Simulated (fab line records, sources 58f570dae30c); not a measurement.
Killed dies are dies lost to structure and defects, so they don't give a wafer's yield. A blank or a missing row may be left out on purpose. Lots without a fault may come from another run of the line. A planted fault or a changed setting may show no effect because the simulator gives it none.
fab line records | flow berkeley_cmos170
record lots=6 wafers=18 last_day=11
route steps=331 shown ZERO@11 NWELL@14
lots that met no fault: from a run of the same line without faults
start_h: hours from the record's first day to the start of the lot's first wafer shown | wait_h: hours since the lot's step before | " the same as in the row above | L1.1+2: a row that stands for several wafers | - no value, or no start given | * or withheld: withheld | < > ~ a bound
route shown NAME@n: a module of which the file shows steps, and the number in the route of the first | usual: mean/standard deviation of fault-free wafers | same: alike in all rows | chamber/n: place in a boat | sites: the reading at each site | _std_site: their standard deviation | _edge_site: outer sites' mean less inner sites' | radius_mm: how far each site lies from the wafer's centre | mask NAME#n: copy n | behind: the tool/chamber that last shaped the wafer | hold: why the lot was held/for how many hours/how that ended | device: the transistor (n, p or np) that didn't switch | end of line: the same wafers' tests at the end of the route | a step without rows: its recipe alone | killed: dies lost to structure and defects at the first sort, not the wafer's yield | map: a wafer's dies, x killed, . not, _ none there
set.NAME: the setting as run; set.NAME@STEP: as run at that earlier step | model.NAME: the simulator's own value behind a step, which no gauge read
lots at some steps of the route; a table a step, a row a wafer
services: from which hour (start_h, from the record's first day; less than 0 if before it) a tool's chamber was out of use, for how many hours, and why
## steps
# step UCB170_ZERO_DEVELOP_05
# recipe developer=TMAH develop_time_s=45 resist=KrF dev_temp_c=21
# step UCB170_ZERO_ETCH_06
# recipe chemistry=CHF3/CF4/Ar target=SiO2 time_s=12 pressure_mtorr=100 rf_w=500 CHF3_flow_sccm=50 cf4_flow_sccm=10 Ar_flow_sccm=120 over_etch_frac=1.58
# usual chamber_pressure_mTorr=100.01/0.081 drypump_motor_current_A=5.7/0.4 oes_product_au=0.617/0.01 rf_fwd_power_W=490.5/2.3 throttle_valve_pct=9.17/0.13
# columns lot.wafer tool chamber start_h wait_h chamber_pressure_mTorr drypump_motor_current_A oes_product_au rf_fwd_power_W rf_hours_counter_h throttle_valve_pct
L588.1 rie_diel-03 2 28.86 - 100.05 6.3 0.613 491.0 131 9.25
L588.3 " 3 " " 99.97 4.8 0.620 488.9 170 9.24
L588.6 " 3 " " 99.92 4.8 0.616 489.3 - 9.22
L600.2 rie_diel-03 1 84.00 - 99.93 5.3 0.607 487.3 38 9.46
L600.3 " 0 " " 100.01 5.8 0.608 489.5 55 9.22
L600.4 " 2 " " 99.92 6.3 0.624 492.2 134 9.25
L602.2 rie_diel-02 3 91.70 - 100.06 5.7 0.632 494.9 88 9.24
L602.3 " 0 " " 100.00 5.4 0.615 493.9 129 9.16
L602.4 " 0 " " 100.02 5.4 0.613 494.0 - 9.15
L603.1 rie_diel-02 1 97.61 - 100.12 6.1 0.628 492.3 20 8.98
L603.3 " 3 " " 100.11 5.6 0.632 492.4 88 9.24
L603.6 " 3 " " 100.07 5.6 0.633 492.4 - 9.23
L604.1 rie_diel-03 1 103.58 - 100.12 5.4 0.615 489.0 39 9.47
L604.2 " 2 " " 99.97 6.3 0.609 492.9 134 9.25
L604.6 " 0 " " 100.03 5.8 0.612 489.7 - 9.23
L605.2 rie_diel-02 2 109.54 - 99.96 5.1 0.624 492.4 162 9.10
L605.3 " 0 " " 100.13 5.4 0.617 493.4 129 9.15
L605.4 " 1 " " 99.93 6.1 0.637 493.2 20 8.99
# step UCB170_ZERO_STRIP_07
# recipe chemistry=O2 power_w=400 pressure_mtorr=3500 platen_temp_c=withheld o2_flow_sccm=400 overash_fraction=0.5
# usual chamber_pressure_mTorr=3500/3 drypump_motor_current_A=5.99/0.25 oes_product_au=0.727/0.0045 strip_time_to_endpoint_s=21.46/0.08
# columns lot.wafer tool chamber start_h wait_h chamber_pressure_mTorr drypump_motor_current_A oes_product_au rf_hours_counter_h strip_time_to_endpoint_s
L588.1 plasma_asher-03 1 28.89 0.0 3497 6.07 0.729 32 21.44
L588.3 " 0 " " 3501 5.66 0.728 - 21.45
L588.6 " 0 " " 3501 5.68 0.721 - 21.48
L600.2 plasma_asher-03 1 84.03 0.0 3502 6.11 0.724 39 21.48
L600.3 " 1 " " 3500 6.10 0.719 - 21.51
L600.4 " 0 " " 3495 5.63 0.727 - 21.39
L602.2 plasma_asher-02 1 91.72 0.0 3498 5.59 0.724 38 21.33
L602.3 " 1 " " 3496 5.60 0.726 - 21.37
L602.4 " 0 " " 3498 6.20 0.721 - 21.32
L603.1 plasma_asher-02 0 97.63 0.0 3502 6.19 0.729 38 21.52
L603.3 " 0 " " 3497 6.21 0.727 - 21.53
L603.6 " 0 " " 3503 6.19 0.726 - 21.54
L604.1 plasma_asher-04 0 103.61 0.0 3505 6.01 0.727 31 21.38
L604.2 " 1 " " 3503 6.27 0.719 31 21.44
L604.6 " 1 " " 3503 6.29 0.728 - 21.48
L605.2 plasma_asher-04 1 109.57 0.0 3498 6.23 0.730 32 21.44
L605.3 " 1 " " 3501 6.21 0.733 - 21.44
L605.4 " 0 " " 3498 6.00 0.728 - 21.46
# step UCB170_NWELL_WET_ETCH_00
# recipe chemistry=dHF dilution=25:1 target=SiO2 temp_c=25 time_s=200
# step UCB170_NWELL_OXIDATION_01
# recipe temp_c=1000 ambient=O2 target_thk_a=264 ox_time_s=1260
# step UCB170_NWELL_THK_MEAS_02
# recipe reads=SiO2_of_NWELL_OXIDATION_01
# usual NWELL_OXIDE_THK=26.5/0.57
# columns lot.wafer tool chamber start_h wait_h NWELL_OXIDE_THK[nm]
L588.1 film_metro-03 - 31.42 0.0 26.7
L588.3 " - " " 27.1
L588.6 " - " " 27.1
L600.2 film_metro-01 - 87.18 0.0 26.9
L600.3 " - " " 27.0
L600.4 " - " " 26.8
L602.2 film_metro-04 - 96.81 0.0 26.8
L602.3 " - " " 26.3
L602.4 " - " " 26.4
L603.1 film_metro-03 - 103.32 0.0 26.4
L603.3 " - " " 26.4
L603.6 " - " " 26.6
L604.1 film_metro-01 - 111.92 0.0 26.7
L604.2 " - " " 26.9
L604.6 " - " " 26.7
L605.2 film_metro-04 - 111.93 0.0 26.2
L605.3 " - " " 25.8
L605.4 " - " " 25.7
# step UCB170_NWELL_ANNEAL_03
# recipe temp_c=1000 time_s=900 ambient=N2
# step UCB170_NWELL_CVD_04
# recipe material=Si3N4 target_thk_nm=224 temp_c=800 precursor=SiH2Cl2/NH3 time_s=3360 pressure_mtorr=200 sih2cl2_flow_sccm=25 nh3_flow_sccm=75
# step UCB170_NWELL_THK_MEAS_05
# recipe reads=Si3N4_of_NWELL_CVD_04
# usual NWELL_NITRIDE_THK=224.6/2.1
# columns lot.wafer tool chamber start_h wait_h NWELL_NITRIDE_THK[nm]
L588.1 film_metro-03 - 36.75 0.0 228.5
L588.3 " - " " 227.3
L588.6 " - " " 228.9
L600.2 film_metro-01 - 91.71 0.0 226.5
L600.3 " - " " 228.1
L600.4 " - " " 225.3
L602.2 film_metro-01 - 102.59 0.0 223.4
L602.3 " - " " 222.8
L602.4 " - " " 223.1
L603.1 film_metro-01 - 111.22 0.0 222.6
L603.3 " - " " 222.2
L603.6 " - " " 223.4
L605.2 film_metro-01 - 117.98 0.1 224.5
L605.3 " - " " 226.0
L605.4 " - " " 224.8
L604.1 film_metro-04 - 118.02 0.2 225.0
L604.2 " - " " 225.4
L604.6 " - " " 225.6
# step UCB170_NWELL_HMDS_06
# recipe prime_time_s=60 prime_temp_c=100
# step UCB170_NWELL_COAT_07
# recipe resist=KrF spin_rpm=1500 resist_thk_nm=900
# step UCB170_NWELL_SOFTBAKE_08
# recipe resist=KrF temp_c=130 time_s=60
# step UCB170_NWELL_EXPOSE_09
# recipe mask_id=NWELL target_cd_nm=3000 na=0.5 sigma_outer=0.6 source_shape=conventional dose_mj=25
# usual exposure_dose_mJ_cm2=24.995/0.024 focus_offset_nm=-0.1/0.55 na=0.5/0
# columns lot.wafer tool chamber start_h wait_h mask exposure_dose_mJ_cm2 focus_offset_nm na
L588.1 krf_scanner-01 0 37.96 0.3 NWELL#0 24.999 -0.8 0.5
L588.3 " 0 " " NWELL#0 24.980 0.2 0.5
L588.6 " 0 " " NWELL#0 24.965 -0.8 0.5
L600.2 krf_scanner-01 0 92.23 0.1 NWELL#0 25.018 0.1 0.5
L600.3 " 0 " " NWELL#0 25.057 0.2 0.5
L600.4 " 0 " " NWELL#0 25.018 0.4 0.5
L602.2 krf_scanner-01 - 103.24 0.2 NWELL#0 - - -
L602.3 " - " " NWELL#0 - - -
L602.4 " - " " NWELL#0 - - -
L603.1 krf_scanner-02 - 111.85 0.2 NWELL#0 - - -
L603.3 " - " " NWELL#0 - - -
L603.6 " - " " NWELL#0 - - -
L605.2 krf_scanner-02 0 119.11 0.2 NWELL#0 24.956 0.2 0.5
L605.3 " 0 " " NWELL#0 24.997 0.4 0.5
L605.4 " 0 " " NWELL#0 24.987 0.7 0.5
L604.1 krf_scanner-01 0 119.33 0.4 NWELL#0 24.971 0.4 0.5
L604.2 " 0 " " NWELL#0 25.005 0.1 0.5
L604.6 " 0 " " NWELL#0 24.988 0.6 0.5
# step UCB170_NWELL_PEB_10
# recipe peb_temp_c=130 peb_time_s=withheld resist=KrF
## services
# columns tool chamber start_h hours kind
rie_diel-03 1 6.89 5.0 repair
krf_scanner-02 - 16.58 1.0 pm
plasma_asher-02 - 17.20 2.6 repair
krf_scanner-01 - 21.51 1.3 pm
krf_scanner-02 - 22.81 4.0 pm
rie_diel-03 1 28.17 4.4 repair
plasma_asher-04 - 30.92 3.8 repair
krf_scanner-02 - 32.59 0.8 pm
krf_scanner-01 - 40.53 0.8 pm
plasma_asher-03 - 42.89 1.8 repair
krf_scanner-01 - 45.23 3.2 repair
rie_diel-03 3 59.98 - clean
rie_diel-03 3 59.98 15.3 scheduled_down
rie_diel-03 3 59.98 15.3 vent_cycle
krf_scanner-01 - 68.04 1.0 pm
krf_scanner-02 - 72.85 1.3 pm
rie_diel-02 1 86.03 10.2 repair
rie_diel-03 2 108.32 1.7 repair
plasma_asher-03 - 108.75 9.0 pm
plasma_asher-03 0 108.75 9.0 vent_cycle
rie_diel-02 2 117.42 - clean
rie_diel-02 2 117.42 20.3 scheduled_down
rie_diel-02 2 117.42 20.3 vent_cycle
rie_diel-03 3 118.93 3.7 repair
## key
first_sign step=UCB170_NWELL_EXPOSE_09 reading=tool_record direction=missing
effect none on later readings
met_at UCB170_NWELL_EXPOSE_09
struck_wafers L602.2,L602.3,L602.4,L603.1,L603.3,L603.6
later_rows_left_out L602.2,L602.3,L602.4,L603.1,L603.3,L603.6
sort_left_out L602.2,L602.3,L602.4,L603.1,L603.3,L603.6
tester_left_out L602,L603
onset_between 92.23 103.24
fault kind=skipped_step_whole tool=krf_scanner-01,krf_scanner-02 chamber=- onset_h=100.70 steps=UCB170_NWELL_EXPOSE_09 scope=struck_lots_only
# tester_left_out: of these lots the tester's yield and bins aren't shown, on N5 and GAA mostly nor the transistor test; their killed dies are dies lost to structure and defects alone, not to doping, threshold or leakage, so they don't give the yield
# sort_left_out: the simulated sort isn't trusted on such a fault, so these wafers' sort isn't shown, and their yield isn't known
# later_rows_left_out: the simulator's readings of these wafers behind a module that went badly wrong aren't trusted and aren't shown, but for the sort
